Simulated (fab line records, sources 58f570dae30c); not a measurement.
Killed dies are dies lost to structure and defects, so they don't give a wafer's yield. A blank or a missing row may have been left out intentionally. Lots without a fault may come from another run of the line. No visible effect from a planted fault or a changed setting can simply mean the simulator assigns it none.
fab line records	flow berkeley_cmos170
record lots=6	wafers=18	last_day=11
route steps=331 shown FIELD@93 SACOX@97 SCREENOX@100 NVT@104
lots that met no fault: from a run of the same line without faults
start_h: the number of hours between the record's first day and the start of the first shown wafer of the lot	wait_h: hours elapsed since this lot's preceding step	" repeats the value in the row above	L1.1+2: one row covering several wafers at once	- no value present, or no start provided	* or withheld: withheld	< > ~ a bound
route shown NAME@n: names a module that has steps shown in the file, with the first one's number in the route	usual: the fault-free wafers' mean and standard deviation	same: alike in all rows	chamber/n: place in a boat	sites: each site's reading	_std_site: the standard deviation of these	_edge_site: the outer-site mean with the inner-site mean subtracted	radius_mm: how far each site lies from the wafer's centre	mask NAME#n: copy n	behind: the last tool/chamber to shape the wafer	hold: reason for holding the lot/hours on hold/outcome of the hold	device: names the non-switching transistor (n, p or np)	end of line: at the end of the route, the tests of the same wafers	a step without rows: its recipe alone	killed: at the first sort, the dies lost to defects and structure; wafer yield is something else	map: dies across one wafer; x = killed, . = not, _ = none there
set.NAME: the run value of the setting; set.NAME@STEP: its run value at that earlier step	model.NAME: the simulator's own value behind a step, which no gauge read
certain route steps with their lots: each step a table, each wafer a row
services: the hour from which a tool's chamber was out of use, counted from the record's first day as start_h (under 0 if before that day), plus the number of hours and why
## steps
# step UCB170_FIELD_WET_ETCH_04
# recipe chemistry=dHF	dilution=10:1	target=SiO2	temp_c=25	time_s=60
# step UCB170_FIELD_WET_ETCH_05
# recipe chemistry=H3PO4	target=Si3N4	temp_c=160	time_s=12600
# step UCB170_FIELD_WET_ETCH_06
# recipe chemistry=BOE	dilution=5:1	target=SiO2	temp_c=25	time_s=22
# step UCB170_FIELD_THK_MEAS_90
# recipe reads=SiO2_of_FIELD_OXIDATION_01
# usual FIELD_OXIDE_LEFT_1_THK=442/9
lot.wafer	tool	chamber	start_h	wait_h	FIELD_OXIDE_LEFT_1_THK[nm]
L408.2	film_metro-02	-	127.19	0.0	434
L408.4	"	-	"	"	434
L408.5	"	-	"	"	441
L409.3	film_metro-04	-	127.20	0.0	455
L409.4	"	-	"	"	459
L409.6	"	-	"	"	449
L414.1	film_metro-04	-	161.80	0.1	445
L414.3	"	-	"	"	436
L414.4	"	-	"	"	432
L416.1	film_metro-04	-	168.92	0.0	435
L416.3	"	-	"	"	437
L416.5	"	-	"	"	457
L423.4	film_metro-04	-	187.43	0.1	451
L423.5	"	-	"	"	440
L423.6	"	-	"	"	449
L419.2	film_metro-04	-	187.52	0.0	446
L419.3	"	-	"	"	435
L419.6	"	-	"	"	442
# step UCB170_SACOX_CLEAN_00
# recipe chemistry=dHF	dilution=25:1	time_s=7.5
# step UCB170_SACOX_OXIDATION_01
# recipe temp_c=900	ambient=O2	target_thk_a=144	ox_time_s=2400
# step UCB170_SACOX_THK_MEAS_02
# recipe reads=SiO2_of_SACOX_OXIDATION_01
# usual SACOX_OXIDE_THK=14.41/0.27
lot.wafer	tool	chamber	start_h	wait_h	SACOX_OXIDE_THK[nm]
L408.2	film_metro-03	-	133.48	0.0	14.48
L408.4	"	-	"	"	14.64
L408.5	"	-	"	"	14.60
L409.3	film_metro-01	-	133.49	0.0	14.32
L409.4	"	-	"	"	14.25
L409.6	"	-	"	"	14.34
L414.1	film_metro-01	-	166.27	0.0	14.78
L414.3	"	-	"	"	14.96
L414.4	"	-	"	"	14.63
L416.1	film_metro-02	-	172.10	0.0	14.52
L416.3	"	-	"	"	14.76
L416.5	"	-	"	"	14.64
L419.2	film_metro-03	-	192.68	0.0	14.04
L419.3	"	-	"	"	13.68
L419.6	"	-	"	"	13.93
L423.4	film_metro-01	-	192.76	0.1	14.65
L423.5	"	-	"	"	14.40
L423.6	"	-	"	"	14.47
# step UCB170_SCREENOX_WET_ETCH_00
# recipe chemistry=dHF	dilution=25:1	target=SiO2	temp_c=25	time_s=200
# step UCB170_SCREENOX_OXIDATION_01
# recipe temp_c=900	ambient=O2	target_thk_a=144	ox_time_s=2400
# step UCB170_SCREENOX_THK_MEAS_02
# recipe reads=SiO2_of_SCREENOX_OXIDATION_01
# usual SCREENOX_OXIDE_THK=14.48/0.24
lot.wafer	tool	chamber	start_h	wait_h	SCREENOX_OXIDE_THK[nm]
L408.2	film_metro-01	-	139.46	0.0	14.59
L408.4	"	-	"	"	14.62
L408.5	"	-	"	"	14.61
L409.3	film_metro-04	-	139.47	0.0	14.55
L409.4	"	-	"	"	14.47
L409.6	"	-	"	"	14.58
L414.1	film_metro-04	-	170.49	0.1	14.43
L414.3	"	-	"	"	14.36
L414.4	"	-	"	"	14.33
L416.1	film_metro-04	-	175.53	0.0	14.78
L416.3	"	-	"	"	14.83
L416.5	"	-	"	"	14.71
L419.2	film_metro-01	-	198.33	0.0	14.35
L419.3	"	-	"	"	14.50
L419.6	"	-	"	"	14.50
L423.4	film_metro-03	-	198.35	0.0	14.27
L423.5	"	-	"	"	14.26
L423.6	"	-	"	"	14.37
# step UCB170_SCREENOX_ANNEAL_03
# recipe temp_c=900	time_s=900	ambient=N2
# step UCB170_NVT_HMDS_00
# recipe prime_time_s=60	prime_temp_c=100
# step UCB170_NVT_COAT_01
# recipe resist=KrF	spin_rpm=1500	resist_thk_nm=900
# usual dispense_pressure_kPa=53.5/1.1	exhaust_pa=45.2/0.97
lot.wafer	tool	chamber	start_h	wait_h	dispense_pressure_kPa	exhaust_pa	model.KrF_of_NVT_COAT_01.thk_nm
L408.2	litho_track-03	0	145.78	0.1	54.2	46.0	903
L408.4	"	0	"	"	54.2	46.2	902.5
L408.5	"	0	"	"	54.2	44.7	903.5
L409.3	litho_track-04	0	145.87	0.1	51.9	44.8	902.8
L409.4	"	0	"	"	51.9	45.1	901.8
L409.6	"	0	"	"	51.9	44.5	901.9
L414.1	litho_track-03	0	175.11	0.1	54.3	46.6	984.5
L414.3	"	0	"	"	54.3	45.0	984.8
L414.4	"	0	"	"	54.2	46.8	984.6
L416.1	litho_track-03	0	180.02	0.1	54.2	45.6	981.3
L416.3	"	0	"	"	54.2	45.4	981.3
L416.5	"	0	"	"	54.2	44.8	981.6
L419.2	litho_track-04	0	205.17	0.1	51.9	44.9	903
L419.3	"	0	"	"	51.9	44.7	898.5
L419.6	"	0	"	"	51.9	44.7	902.2
L423.4	litho_track-04	0	205.67	0.1	51.9	46.0	899.9
L423.5	"	0	"	"	51.9	45.7	902.3
L423.6	"	0	"	"	51.9	44.7	900.1
# step UCB170_NVT_SOFTBAKE_02
# recipe resist=KrF	temp_c=130	time_s=60
# step UCB170_NVT_EXPOSE_03
# recipe mask_id=PWELL	target_cd_nm=3000	na=0.5	sigma_outer=0.6	source_shape=conventional	dose_mj=30
# step UCB170_NVT_PEB_04
# recipe peb_temp_c=130	peb_time_s=withheld	resist=KrF
# step UCB170_NVT_DEVELOP_05
# recipe developer=TMAH	develop_time_s=45	resist=KrF	dev_temp_c=21
# usual exhaust_pa=45.1/0.83
lot.wafer	tool	chamber	start_h	wait_h	exhaust_pa	model.KrF_of_NVT_COAT_01.thk_nm
L408.2	litho_track-04	0	-	-	44.5	888.8
L408.4	"	0	"	"	46.6	888.3
L408.5	"	0	"	"	44.6	889.3
L409.3	litho_track-02	0	-	-	45.1	888.6
L409.4	"	0	"	"	46.1	887.6
L409.6	"	0	"	"	46.3	887.7
L414.1	litho_track-02	0	-	-	44.2	970.3
L414.3	"	0	"	"	45.0	970.6
L414.4	"	0	"	"	45.5	970.4
L416.1	litho_track-04	0	-	-	45.2	967.1
L416.3	"	0	"	"	45.6	967.1
L416.5	"	0	"	"	44.8	967.4
L419.2	litho_track-04	0	-	-	44.0	888.8
L419.3	"	0	"	"	44.4	884.3
L419.6	"	0	"	"	45.8	888
L423.4	litho_track-02	0	-	-	44.7	885.7
L423.5	"	0	"	"	44.9	888.1
L423.6	"	0	"	"	46.2	885.8
# step UCB170_NVT_OVL_MEAS_06
# usual NVT_OVL=2/5.9
lot.wafer	tool	chamber	start_h	wait_h	NVT_OVL[nm]
L408.2	overlay-01	-	146.68	-	5
L408.4	"	-	"	"	9
L408.5	"	-	"	"	6
L409.3	overlay-02	-	146.88	-	15
L409.4	"	-	"	"	9
L409.6	"	-	"	"	10
L414.1	overlay-02	-	176.31	-	1
L414.3	"	-	"	"	-3
L414.4	"	-	"	"	-2
L416.1	overlay-02	-	180.73	-	4
L416.3	"	-	"	"	0
L416.5	"	-	"	"	0
L419.2	overlay-01	-	206.17	-	8
L419.3	"	-	"	"	8
L419.6	"	-	"	"	6
L423.4	overlay-01	-	206.80	-	-13
L423.5	"	-	"	"	8
L423.6	"	-	"	"	-5
# step UCB170_NVT_IMPLANT_07
# recipe species=BF2	dose_cm2=3e+12	energy_kev=50	tilt_deg=7
# step UCB170_NVT_STRIP_08
# recipe chemistry=O2	power_w=400	pressure_mtorr=3500	platen_temp_c=withheld	o2_flow_sccm=400	overash_fraction=0.5
# usual drypump_motor_current_A=5.6/0.39	oes_product_au=0.735/0.0044	strip_time_to_endpoint_s=21.64/0.047
lot.wafer	tool	chamber	start_h	wait_h	drypump_motor_current_A	oes_product_au	rf_hours_counter_h	strip_time_to_endpoint_s
L408.2	plasma_asher-03	0	146.86	0.1	5.8	0.738	3	21.69
L408.4	"	1	"	"	5.5	0.732	-	21.69
L408.5	"	1	"	"	5.6	0.732	-	21.72
L409.3	plasma_asher-01	0	147.09	0.1	4.9	0.732	-	21.69
L409.4	"	1	"	"	5.6	0.737	-	21.69
L409.6	"	1	"	"	5.5	0.737	-	21.68
L414.1	plasma_asher-02	1	176.50	0.1	6.2	0.740	35	23.64
L414.3	"	1	"	"	6.1	0.738	-	23.66
L414.4	"	0	"	"	5.7	0.725	-	23.64
L416.1	plasma_asher-03	0	180.91	0.1	5.8	0.737	8	23.58
L416.3	"	0	"	"	5.8	0.732	-	23.55
L416.5	"	1	"	"	5.6	0.744	-	23.57
L419.2	plasma_asher-02	0	206.35	0.1	5.7	0.743	38	21.70
L419.3	"	1	"	"	6.1	0.742	-	21.59
L419.6	"	0	"	"	5.7	0.731	-	21.66
L423.4	plasma_asher-02	0	207.00	0.1	5.7	0.739	-	21.63
L423.5	"	1	"	"	6.2	0.729	-	21.69
L423.6	"	0	"	"	5.7	0.737	-	21.65
# step UCB170_NVT_TW_MEAS_09
# usual NVT_TW=530/6.6
lot.wafer	tool	chamber	start_h	wait_h	NVT_TW
L408.2	film_metro-01	-	146.97	0.1	538
L408.4	"	-	"	"	542
L408.5	"	-	"	"	538
L409.3	film_metro-04	-	147.17	0.1	527
L409.4	"	-	"	"	523
L409.6	"	-	"	"	525
L414.1	film_metro-02	-	176.60	0.1	522
L414.3	"	-	"	"	525
L414.4	"	-	"	"	523
L416.1	film_metro-02	-	181.01	0.1	527
L416.3	"	-	"	"	525
L416.5	"	-	"	"	522
L419.2	film_metro-02	-	206.46	0.1	526
L419.3	"	-	"	"	526
L419.6	"	-	"	"	530
L423.4	film_metro-01	-	207.09	0.1	535
L423.5	"	-	"	"	537
L423.6	"	-	"	"	535
## services
tool	chamber	start_h	hours	kind
plasma_asher-02	-	139.06	15.6	pm
plasma_asher-02	-	159.45	5.5	repair
plasma_asher-02	-	171.19	3.6	repair
plasma_asher-02	-	188.19	11.2	repair
## key
first_sign step=UCB170_NVT_STRIP_08	reading=strip_time_to_endpoint_s	direction=up	sigmas=42	usual=*	struck=*
effect none on later readings
model_effect step=UCB170_NVT_COAT_01	value=KrF_of_NVT_COAT_01.thk_nm	without=901.2	struck=983
model_effect step=UCB170_NVT_DEVELOP_05	value=KrF_of_NVT_COAT_01.thk_nm	without=887	struck=968.8
met_at UCB170_NVT_COAT_01
struck_wafers L414.1,L414.3,L414.4,L416.1,L416.3,L416.5
sort_left_out L416.1,L416.3,L416.5
tester_left_out L414,L416
onset_between 145.78 175.11
fault kind=process_parameter_drift	tool=litho_track-03	chamber=-	onset_h=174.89	steps=UCB170_NVT_COAT_01	channel=resist_thk_nm	offset=*	shape=step	end_h=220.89	acts_in=*	stated=*
# tester_left_out: of these lots the tester's yield and bins aren't shown, on N5 and GAA mostly nor the transistor test; their killed dies are dies lost to structure and defects alone, not to doping, threshold or leakage, so they don't give the yield
# sort_left_out: the simulated sort isn't trusted on such a fault, so these wafers' sort isn't shown, and their yield isn't known
